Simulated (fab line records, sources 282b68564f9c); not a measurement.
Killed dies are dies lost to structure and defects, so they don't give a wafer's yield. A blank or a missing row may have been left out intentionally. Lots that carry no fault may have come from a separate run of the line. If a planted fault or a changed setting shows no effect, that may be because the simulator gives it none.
Which of the tools did it?	flow rit-cmos	21 wafers sampled from 7 lots at 1 step of a route of 202

WHAT THE GAUGES SHOWED, per wafer
RIT_FOX2_THK_MEAS_90.
lot	measured	on	FIELD_OXIDE_LEFT_1_THK (nm)
L779	day 2 12:05	film-metro-03	320 312 313
L788	day 4 07:11	film-metro-01	314 314 318
L790	day 4 17:19	film-metro-04	310 314 308
L792	day 5 03:22	film-metro-04	323 327 321
L795	day 5 18:15	film-metro-03	329 336 332
L797	day 6 04:15	film-metro-04	316 314 314
L799	day 6 14:12	film-metro-04	332 320 326

WHAT TOOL EACH LOT RAN ON (gives the tool, then ch and the chambers of the sampled wafers, and finally the start)
Record: no process step prior to these readings.

THE ANSWER, worked out from the rows above alone
Rule: usual is defined by the lots themselves. Put in order of their means at a reading, lots are off if they are a third of the lots or fewer, leave a main group of 4 or more, and stand apart from it by a gap of 3 or more times the standard deviation of the main group's means; of several such gaps the widest counts. A main group whose means are all the same, to the digits that the tables above print for the reading, isn't used. Also off: a lot with no number at a reading for which 4 or more lots have one. The other lots that the step has rows for count as sound.
No lot is off at any reading shown: from this, nothing can be told.

WHAT THE SIMULATOR PUT IN
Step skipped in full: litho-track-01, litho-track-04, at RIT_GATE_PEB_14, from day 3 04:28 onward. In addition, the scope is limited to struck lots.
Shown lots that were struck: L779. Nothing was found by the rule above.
